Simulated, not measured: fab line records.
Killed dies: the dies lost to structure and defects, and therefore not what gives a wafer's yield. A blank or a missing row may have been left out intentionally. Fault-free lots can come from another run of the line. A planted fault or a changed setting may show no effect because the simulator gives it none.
The same fault as seen by 2 desks -- flow rit_cmos -- what lay behind the numbers comes last; until then each desk has only its own

DESK OF THE TOOL OWNER: litho_track-02
The tool's own readings at RIT_ACTIVE_COAT_06 (resist thk 1000 nm): means of the sampled wafers that have a number, for each lot that ran on this tool. A lot is out of limits, marked OUT, if its mean lies more than 4 standard deviations from the usual mean; the brackets give that distance.
Columns: A = dispense_pressure_kPa at RIT_ACTIVE_COAT_06, usual 51.9 kPa; B = spin_speed_rpm at RIT_ACTIVE_COAT_06, usual 3249.7 rpm
lot,first seen here,A,B
L833,day 1 14:07,51.1,3246.2
L843,day 3 18:37,51.1,3249.4
L844,day 3 23:51,51.1,3249.6
L851,day 5 08:47,51.1,3523.5 (+98) OUT
L852,day 5 13:31,51.1,3528.2 (+99 or more) OUT
L853,day 5 17:59,51.1,3526.5 (+99) OUT
This desk finds L851, L852, L853 out of limits, L851 being first, at day 5 08:47 (spin_speed_rpm at RIT_ACTIVE_COAT_06). In limits: L833, L843, L844.

METROLOGY DESK
Means of the sampled wafers that have a number, per lot and without regard to the tool the lot ran on: this is what the gauges read. A lot is out of limits, marked OUT, if its mean lies more than 4 standard deviations from the usual mean; the brackets give that distance.
Columns: A = M1_AL_THK at RIT_M1_THK_MEAS_02, usual 420 nm
lot,first seen here,A
L833,day 3 12:44,414
L834,day 4 00:40,419
L836,day 4 10:18,418
L837,day 4 15:02,421
L838,day 4 19:52,418
L839,day 5 01:08,422
L840,day 5 05:25,418
L842,day 5 15:29,421
L843,day 5 19:33,425
L844,day 5 23:00,423
L851,day 7 03:51,424
L852,day 7 08:07,423
L853,day 7 15:38,420
L854,day 7 23:44,426
L856,day 8 10:05,417
This desk found nothing out of limits on any of the 15 lots.

PUT TOGETHER
The tool owner's desk could have raised an alarm at day 5 08:47, on L851, L852, L853.
From the metrology desk's view, nothing was out of limits.
The metrology desk holds a record of L851, L852, L853, inside its limits.
Every lot named ran RIT_ACTIVE_COAT_06 on litho_track-02.

WHAT THE SIMULATOR HAD INSERTED
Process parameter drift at RIT_ACTIVE_COAT_06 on litho_track-02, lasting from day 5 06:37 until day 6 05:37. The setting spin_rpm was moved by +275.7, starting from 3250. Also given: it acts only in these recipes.
Struck lots among those shown: L851, L852, L853.
Each desk's first reading out of limits, in hours after the fault started: the tool owner's desk, 2.
